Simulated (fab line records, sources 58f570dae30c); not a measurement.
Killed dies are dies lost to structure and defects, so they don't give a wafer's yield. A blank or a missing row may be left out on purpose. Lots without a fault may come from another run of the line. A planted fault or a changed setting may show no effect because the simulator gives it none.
fab line records | flow berkeley_cmos170
record lots=6 wafers=18 last_day=12
route steps=331 shown GATE@129
lots that met no fault: from a run of the same line without faults
start_h: hours from the record's first day to the start of the lot's first wafer shown | wait_h: hours since the lot's step before | " the same as in the row above | L1.1+2: a row that stands for several wafers | - no value, or no start given | * or withheld: withheld | < > ~ a bound
route shown NAME@n: a module of which the file shows steps, and the number in the route of the first | usual: mean/standard deviation of fault-free wafers | same: alike in all rows | chamber/n: place in a boat | sites: the reading at each site | _std_site: their standard deviation | _edge_site: outer sites' mean less inner sites' | radius_mm: how far each site lies from the wafer's centre | mask NAME#n: copy n | behind: the tool/chamber that last shaped the wafer | hold: why the lot was held/for how many hours/how that ended | device: the transistor (n, p or np) that didn't switch | end of line: the same wafers' tests at the end of the route | a step without rows: its recipe alone | killed: dies lost to structure and defects at the first sort, not the wafer's yield | map: a wafer's dies, x killed, . not, _ none there
set.NAME: the setting as run; set.NAME@STEP: as run at that earlier step | model.NAME: the simulator's own value behind a step, which no gauge read
lots at some steps of the route; a table a step, a row a wafer
services: from which hour (start_h, from the record's first day; less than 0 if before it) a tool's chamber was out of use, for how many hours, and why
## steps
# step UCB170_GATE_ANNEAL_03
# recipe temp_c=900 time_s=1800 ambient=N2
# step UCB170_GATE_CVD_04
# recipe material=poly-Si temp_c=610 precursor=SiH4 time_s=1440 pressure_mtorr=375 target_thk_nm=214 sih4_flow_sccm=120
# step UCB170_GATE_THK_MEAS_05
# recipe reads=poly-Si_of_GATE_CVD_04
# usual GATE_POLY_THK=214.0/2.5
# columns lot.wafer tool chamber start_h wait_h GATE_POLY_THK[nm]
L356.1 film_metro-02 - 184.20 0.0 212.0
L356.3 " - " " 212.3
L356.6 " - " " 208.9
L362.1 film_metro-01 - 197.26 0.0 216.9
L362.4 " - " " 215.2
L362.6 " - " " 215.4
L360.1 film_metro-02 - 197.32 0.1 213.5
L360.2 " - " " 214.8
L360.6 " - " " 214.5
L365.2 film_metro-02 - 221.22 0.1 216.4
L365.4 " - " " 218.1
L365.6 " - " " 217.6
L372.2 film_metro-02 - 251.28 0.0 215.8
L372.3 " - " " 217.7
L372.6 " - " " 216.0
L374.2 film_metro-01 - 258.37 0.0 211.0
L374.4 " - " " 214.2
L374.6 " - " " 212.6
# step UCB170_GATE_COAT_06
# recipe resist=BARC temp_c=withheld time_s=withheld spin_rpm=3000 resist_thk_nm=withheld
# step UCB170_GATE_COAT_07
# recipe resist=KrF spin_rpm=1500 resist_thk_nm=900
# step UCB170_GATE_SOFTBAKE_08
# recipe resist=KrF temp_c=130 time_s=60
# step UCB170_GATE_EXPOSE_09
# recipe mask_id=POLY target_cd_nm=350 na=0.5 sigma_outer=0.6 source_shape=conventional dose_mj=21
# step UCB170_GATE_PEB_10
# recipe peb_temp_c=130 peb_time_s=withheld resist=KrF
# step UCB170_GATE_DEVELOP_11
# recipe developer=TMAH develop_time_s=45 resist=KrF dev_temp_c=21
# step UCB170_GATE_CD_MEAS_12
# recipe target_cd_nm=350
# usual cd_nm=349.9/1.5
# columns lot.wafer tool chamber start_h wait_h cd_nm
L356.1 cd_sem-02 - 185.70 - 349.5
L356.3 " - " " 349.0
L356.6 " - " " 350.7
L362.1 cd_sem-02 - 199.05 - 347.6
L362.4 " - " " 346.9
L362.6 " - " " 349.6
L360.1 cd_sem-01 - 199.32 - 346.3
L360.2 " - " " 347.2
L360.6 " - " " 346.3
L365.2 cd_sem-01 - 223.01 - 350.5
L365.4 " - " " 351.8
L365.6 " - " " 351.2
L372.2 cd_sem-01 - 252.58 - 350.4
L372.3 " - " " 349.5
L372.6 " - " " 349.0
L374.2 cd_sem-02 - 259.43 - 349.5
L374.4 " - " " 349.0
L374.6 " - " " 348.4
# step UCB170_GATE_OVL_MEAS_13
# usual GATE_OVL=2/5.1
# columns lot.wafer tool chamber start_h wait_h GATE_OVL[nm]
L356.1 overlay-01 - 185.82 0.1 5
L356.3 " - " " 11
L356.6 " - " " 6
L362.1 overlay-02 - 199.17 0.1 -2
L362.4 " - " " -11
L362.6 " - " " -10
L360.1 overlay-01 - 199.44 0.1 -4
L360.2 " - " " 4
L360.6 " - " " 0
L365.2 overlay-01 - 223.11 0.1 7
L365.4 " - " " 12
L365.6 " - " " 12
L372.2 overlay-01 - 252.68 0.1 0
L372.3 " - " " -3
L372.6 " - " " 3
L374.2 overlay-01 - 259.53 0.1 4
L374.4 " - " " 4
L374.6 " - " " 0
# step UCB170_GATE_ETCH_14
# recipe chemistry=N2/H2 target_depth_a=withheld overetch_a=withheld target=BARC time_s=withheld source_w=500 bias_w=100 pressure_mtorr=30 n2_flow_sccm=100 h2_flow_sccm=200
# usual drypump_motor_current_A=5.8/0.52 oes_product_au=1.000/0.027 throttle_valve_pct=13.34/0.24
# columns lot.wafer tool chamber start_h wait_h drypump_motor_current_A oes_product_au throttle_valve_pct
L356.1 rie_diel-03 0 185.86 0.0 6.2 1.002 13.39
L356.3 " 3 " " 5.0 1.005 13.68
L356.6 " 0 " " 6.2 1.000 13.39
L362.1 rie_diel-01 1 199.20 0.0 5.6 1.048 13.38
L362.4 " 2 " " 5.7 0.969 13.56
L362.6 " 3 " " 6.6 1.007 13.11
L360.1 rie_diel-01 0 199.48 0.0 6.3 1.026 13.43
L360.2 " 1 " " 5.6 1.057 13.36
L360.6 " 1 " " 5.6 1.066 13.36
L365.2 rie_diel-03 1 223.14 0.0 5.6 0.984 13.09
L365.4 " 3 " " 5.0 1.022 13.68
L365.6 " 1 " " 5.6 0.987 13.07
L372.2 rie_diel-02 3 252.71 0.0 6.3 0.979 12.70
L372.3 " 2 " " 6.6 0.996 13.32
L372.6 " 1 " " 5.6 0.968 13.12
L374.2 rie_diel-02 3 259.56 0.0 6.3 0.974 12.70
L374.4 " 1 " " 5.6 0.980 13.13
L374.6 " 1 " " 5.5 0.966 13.09
# step UCB170_GATE_ETCH_15
# recipe chemistry=HBr/Cl2 target=poly-Si stop_on=SiO2 over_etch_frac=0.3 icp_w=300 bias_w=150 time_s=56.3 pressure_mtorr=15 HBr_flow_sccm=150 Cl2_flow_sccm=50 target_depth_a=2782
# usual drypump_motor_current_A=5.9/0.33 oes_product_au=0.833/0.017 throttle_valve_pct=26.40/0.14
# columns lot.wafer tool chamber start_h wait_h drypump_motor_current_A oes_product_au rf_hours_counter_h throttle_valve_pct model.etch.depth_nm model.GATE.feature_depth_nm model.KrF_of_GATE_COAT_07.thk_nm
L356.1 rie_si-02 1 185.90 - 6.4 0.852 31 26.25 211.9 211.9 775.3
L356.3 " 3 " " 5.9 0.825 89 26.40 212.3 212.3 772.3
L356.6 " 3 " " 5.9 0.818 - 26.39 209.2 209.2 775.6
L362.1 rie_si-02 2 199.25 - 6.2 0.661 0 26.46 144.6 144.6 830.6
L362.4 " 3 " " 5.9 0.648 89 26.39 145.5 145.5 828.4
L362.6 " 0 " " 5.9 0.637 - 26.23 146.1 146.1 829.3
L360.1 rie_si-02 1 199.52 - 6.4 0.660 31 26.26 144.6 144.6 827.6
L360.2 " 2 " " 6.2 0.660 0 26.47 146.3 146.3 824.9
L360.6 " 0 " " 5.8 0.639 - 26.21 146.1 146.1 825
L365.2 rie_si-01 0 223.18 - 5.9 0.841 40 26.37 216.4 216.4 779.1
L365.4 " 2 " " 6.2 0.831 1 26.73 218.1 218.1 778.4
L365.6 " 0 " " 5.9 0.837 - 26.37 217.6 217.6 778.9
L372.2 rie_si-01 0 252.76 - 5.8 0.833 40 26.37 215.7 215.7 778.5
L372.3 " 2 " " 6.3 0.828 2 26.75 217.7 217.7 779
L372.6 " 0 " " 5.8 0.837 - 26.36 215.9 215.9 782.3
L374.2 rie_si-01 0 259.61 - 5.8 0.822 40 26.38 211 211 778.1
L374.4 " 2 " " 6.2 0.820 2 26.74 214.3 214.3 778.4
L374.6 " 3 " " 5.3 0.853 - 26.43 212.7 212.7 779.2
# step UCB170_GATE_STRIP_16
# recipe chemistry=O2 power_w=400 pressure_mtorr=3500 platen_temp_c=withheld o2_flow_sccm=400 overash_fraction=0.5
# usual drypump_motor_current_A=5.8/0.53 oes_product_au=0.724/0.0044
# columns lot.wafer tool chamber start_h wait_h drypump_motor_current_A oes_product_au rf_hours_counter_h
L356.1 plasma_asher-01 0 185.95 0.0 6.5 0.721 7
L356.3 " 0 " " 6.5 0.725 -
L356.6 " 0 " " 6.5 0.722 -
L362.1 plasma_asher-02 1 199.29 0.0 6.0 0.732 49
L362.4 " 1 " " 6.0 0.728 -
L362.6 " 0 " " 6.2 0.728 -
L360.1 plasma_asher-02 0 199.57 0.0 6.1 0.724 49
L360.2 " 1 " " 6.0 0.718 49
L360.6 " 1 " " 6.0 0.717 -
L365.2 plasma_asher-04 1 223.23 0.0 5.4 0.723 45
L365.4 " 0 " " 5.0 0.719 -
L365.6 " 0 " " 5.0 0.720 -
L372.2 plasma_asher-02 0 252.80 0.0 6.1 0.728 55
L372.3 " 0 " " 6.1 0.724 -
L372.6 " 0 " " 6.1 0.731 -
L374.2 plasma_asher-01 1 259.65 0.0 5.1 0.729 16
L374.4 " 1 " " 5.1 0.730 -
L374.6 " 0 " " 6.5 0.736 -
## services
# columns tool chamber start_h hours kind
rie_si-02 1 162.76 8.7 repair
rie_si-01 - 169.23 14.6 pm
rie_diel-03 3 169.51 9.2 repair
plasma_asher-01 - 188.61 0.8 repair
rie_si-01 - 193.91 0.1 repair
rie_diel-03 0 207.36 - clean
rie_diel-03 0 207.36 25.1 scheduled_down
rie_diel-03 0 207.36 25.1 vent_cycle
rie_diel-02 3 224.27 23.5 repair
rie_diel-01 - 233.71 0.8 repair
rie_diel-03 1 240.39 8.1 repair
rie_si-01 - 248.67 0.8 repair
rie_diel-03 1 251.23 6.0 repair
## key
first_sign step=UCB170_GATE_ETCH_15 reading=oes_product_au direction=down sigmas=11 usual=0.833 struck=0.651
effect none on later readings
model_effect step=UCB170_GATE_ETCH_15 value=etch.depth_nm without=215.1 struck=145.5
model_effect step=UCB170_M3_PROBE_99 value=etest.nwell_pinched.short without=0 struck=1
met_at UCB170_GATE_ETCH_15
struck_wafers L360.1,L360.2,L360.6,L362.1,L362.4,L362.6
later_rows_left_out L360.1,L360.2,L360.6,L362.1,L362.4,L362.6
sort_left_out L360.1,L360.2,L360.6,L362.1,L362.4,L362.6
tester_left_out L360,L362
onset_between 185.90 199.25
fault kind=process_parameter_drift tool=rie_si-02 chamber=- onset_h=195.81 steps=UCB170_GATE_ETCH_15 channel=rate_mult offset=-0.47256 shape=step end_h=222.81
# tester_left_out: of these lots the tester's yield and bins aren't shown, on N5 and GAA mostly nor the transistor test; their killed dies are dies lost to structure and defects alone, not to doping, threshold or leakage, so they don't give the yield
# sort_left_out: the simulated sort isn't trusted on such a fault, so these wafers' sort isn't shown, and their yield isn't known
# later_rows_left_out: the simulator's readings of these wafers behind a module that went badly wrong aren't trusted and aren't shown, but for the sort
